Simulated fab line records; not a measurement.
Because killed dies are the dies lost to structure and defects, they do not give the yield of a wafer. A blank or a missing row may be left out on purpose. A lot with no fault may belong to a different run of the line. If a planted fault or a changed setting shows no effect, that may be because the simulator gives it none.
Which tool is to blame? | flow berkeley-cmos170 | 14 lots, 42 wafers sampled, at 1 step of a route of 331

## WHAT THE GAUGES SHOWED, per wafer
The record lacks any reading of a measuring or inspecting step that a usual standard deviation could be used to judge.

## EACH LOT AND THE TOOL THAT RAN IT (in order: tool; ch and the chambers of the sampled wafers; start)
lot  | UCB170_M1_COAT_04
L161 | litho-track-01 ch 0, day 8 00:00
L164 | litho-track-03 ch 0, day 8 07:00
L162 | litho-track-03 ch 0, day 8 12:00
L167 | litho-track-01 ch 0, day 9 07:00
L166 | litho-track-03 ch 0, day 9 09:00
L165 | litho-track-01 ch 0, day 9 09:00
L168 | litho-track-04 ch 0, day 9 18:00
L169 | litho-track-01 ch 0, day 9 20:00
L173 | litho-track-01 ch 0, day 9 21:00
L181 | litho-track-04 ch 0, day 12 04:00
L180 | litho-track-03 ch 0, day 12 04:00
L182 | litho-track-03 ch 0, day 12 05:00
L183 | litho-track-04 ch 0, day 12 05:00
L184 | litho-track-03 ch 0, day 13 07:00
- UCB170_M1_COAT_04: resist thk 900 nm.

## AS READ BY THE TOOLS THEMSELVES (means over the sampled wafers that have a number; for cases with no such wafer, the mark the record gives instead)
UCB170_M1_COAT_04.
lot  | tool           | chill-plate-temp-C (C) | spin-speed-rpm (rpm)
L161 | litho-track-01 | 22.91                  | 1501.2
L164 | litho-track-03 | 23.06                  | 1498.7
L162 | litho-track-03 | 23.04                  | 1500.6
L167 | litho-track-01 | 23.04                  | 1500.9
L166 | litho-track-03 | 23.11                  | 1501.2
L165 | litho-track-01 | 23.07                  | 1499.6
L168 | litho-track-04 | 23.10                  | 1500.0
L169 | litho-track-01 | 23.11                  | 1414.4
L173 | litho-track-01 | 23.12                  | 1413.9
L181 | litho-track-04 | 23.09                  | 1499.9
L180 | litho-track-03 | 22.90                  | 1500.5
L182 | litho-track-03 | 23.08                  | 1499.1
L183 | litho-track-04 | 23.02                  | 1500.8
L184 | litho-track-03 | 22.94                  | 1500.0

## THE ANSWER, worked out from the rows above alone
Rule: the usual values come from the lots themselves. Put in order of their means at a reading, lots are off if they are a third of the lots or fewer, leave a main group of 4 or more, and stand apart from it by a gap of 3 or more times the standard deviation of the main group's means; of several such gaps the widest counts. The tables above print the reading to a certain number of digits; a main group whose means all agree to those digits is not used. Also off: a lot with no number at a reading for which 4 or more lots have one. All remaining lots with rows at the step are treated as sound. The gauges are gone through in route order, then the tools' own readings, and for those a lot's mean is taken as printed above. The first step at which some lot is off is used, and at that step the reading that is off furthest; a lot without a number counts as furthest.
Off, at UCB170_M1_COAT_04 on spin-speed-rpm: L169, L173. The main group: mean 1500.2 rpm, standard deviation 0.77.
If a tool, at that step or one of the process steps before it, ran each lot that is off and ran no sound lot following the first of them, it fits. One fits: litho-track-01 at UCB170_M1_COAT_04. A fault onset in the window from L165 (day 9 09:00, its last sound lot) to L169 (day 9 20:00, its first lot off) fits.
The tool's own readings at UCB170_M1_COAT_04 bear it out: on the lots that are off they differ by more than 5 times the standard deviation of the sound lots' means. spin-speed-rpm reads 1414.2 rpm there against 1500.2 rpm on the sound lots.

## WHAT THE SIMULATOR PUT IN
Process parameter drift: litho-track-01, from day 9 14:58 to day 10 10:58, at UCB170_M1_COAT_04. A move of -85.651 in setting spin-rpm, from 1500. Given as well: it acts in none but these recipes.
Lots struck among those shown: L169, L173. Same finding as the rule above.
